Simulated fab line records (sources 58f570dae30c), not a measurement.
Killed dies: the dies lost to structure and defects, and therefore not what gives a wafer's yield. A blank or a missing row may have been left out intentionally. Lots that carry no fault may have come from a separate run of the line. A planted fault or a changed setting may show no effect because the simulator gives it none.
The same fault as seen by 2 desks / flow berkeleyCmos170 / each desk holds nothing but its own numbers, with what lay behind them at the end

== DESK OF THE TOOL OWNER: lithoTrack-02 ==
The tool's own readings at UCB170_CONTACT_HMDS_03 (prime time 60 s): means of the sampled wafers that have a number, for each lot that ran on this tool. If a lot's mean is further than 4 standard deviations from the usual mean, the lot is out of limits and carries the mark OUT (the distance appears in the brackets).
Columns: A = primeTempC at UCB170_CONTACT_HMDS_03, usual 100.03 C
lot=L305; first seen here=day 7 21:34; A=99.94
lot=L313; first seen here=day 9 12:38; A=100.07
lot=L317; first seen here=day 10 14:56; A=97.86 (-17) OUT
lot=L318; first seen here=day 10 16:15; A=98.25 (-14) OUT
lot=L328; first seen here=day 13 15:01; A=100.08
This desk's finding: out of limits on L317, L318; first on L317, day 10 14:56 (primeTempC at UCB170_CONTACT_HMDS_03). In limits: L305, L313, L328.

== METROLOGY DESK ==
Means of the sampled wafers that have a number, per lot and without regard to the tool the lot ran on: this is what the gauges read. If a lot's mean is further than 4 standard deviations from the usual mean, the lot is out of limits and carries the mark OUT (the distance appears in the brackets).
Columns: A = PSD_OVL at UCB170_PSD_OVL_MEAS_07, usual 0 nm; B = CONTACT_PSG_THK at UCB170_CONTACT_THK_MEAS_02, usual 700 nm
lot=L305; first seen here=day 7 11:14; A=7; B=694
lot=L307; first seen here=day 8 05:11; A=2; B=704
lot=L310; first seen here=day 8 11:39; A=-1; B=699
lot=L313; first seen here=day 9 05:53; A=3; B=715
lot=L316; first seen here=day 10 01:05; A=-5; B=696
lot=L317; first seen here=day 10 08:41; A=1; B=709
lot=L318; first seen here=day 10 08:55; A=2; B=692
lot=L321; first seen here=day 11 03:02; A=0; B=701
lot=L322; first seen here=day 11 03:05; A=2; B=698
lot=L323; first seen here=day 12 09:13; A=-1; B=700
lot=L324; first seen here=day 12 09:27; A=-3; B=712
lot=L326; first seen here=day 12 18:12; A=-1; B=702
lot=L327; first seen here=day 13 02:53; A=-1; B=700
lot=L328; first seen here=day 13 03:22; A=3; B=710
Result from this desk: across the 14 lots, nothing is out of limits.

== BROUGHT TOGETHER ==
At day 10 14:56, on L317, L318, the tool owner's desk was in a position to raise an alarm.
The metrology desk saw nothing out of limits.
The metrology desk holds a record of L317, L318, inside its limits.
All the named lots went through UCB170_CONTACT_HMDS_03 on lithoTrack-02.

== WHAT HAD BEEN PUT IN BY THE SIMULATOR ==
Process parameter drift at UCB170_CONTACT_HMDS_03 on lithoTrack-02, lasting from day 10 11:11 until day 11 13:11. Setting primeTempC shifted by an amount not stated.
Struck lots among those shown: L317, L318.
Time in hours from fault onset to the first out-of-limits reading at each desk: the tool owner's desk, 4.
